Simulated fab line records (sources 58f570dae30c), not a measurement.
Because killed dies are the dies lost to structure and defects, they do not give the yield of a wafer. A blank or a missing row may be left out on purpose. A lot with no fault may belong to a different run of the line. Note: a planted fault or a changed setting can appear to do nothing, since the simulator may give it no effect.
Which tool did it?    flow berkeley-cmos170    at 1 step of a route of 331, 7 lots with 21 wafers sampled

== WHAT THE GAUGES READ, wafer by wafer ==
UCB170_NWELL_TW_MEAS_16.
lot   measured     on             NWELL_TW
L450  day 2 15:16  film-metro-04  1246 1242 1254
L453  day 2 23:26  film-metro-04  1255 1251 1255
L455  day 3 11:05  film-metro-03  1230 1241 1239
L459  day 4 10:12  film-metro-03  1243 1238 1232
L460  day 4 18:39  film-metro-03  1238 1237 1225
L464  day 5 06:37  film-metro-01  1223 1224 1222
L465  day 5 20:42  film-metro-03  1221 1227 1226

== TOOL THAT RAN EACH LOT (tool first, then ch and the chambers of the sampled wafers, then the start) ==
The record shows no process step preceding these readings.

== THE ANSWER, worked out from the rows above alone ==
Rule: the usual values come from the lots themselves. The widest of any qualifying gaps counts: lots, ordered by their means at a reading, are off when they make up no more than a third of the lots, leave a main group of 4 or more, and stand apart from it by 3 or more times the standard deviation of that group's means. If all means in a main group match to the digits the tables above print for the reading, that group is not used. Also off: a lot with no number at a reading for which 4 or more lots have one. The other lots that the step has rows for count as sound.
Nothing can be told from this: no lot is off at any reading shown.

== WHAT THE SIMULATOR PUT IN ==
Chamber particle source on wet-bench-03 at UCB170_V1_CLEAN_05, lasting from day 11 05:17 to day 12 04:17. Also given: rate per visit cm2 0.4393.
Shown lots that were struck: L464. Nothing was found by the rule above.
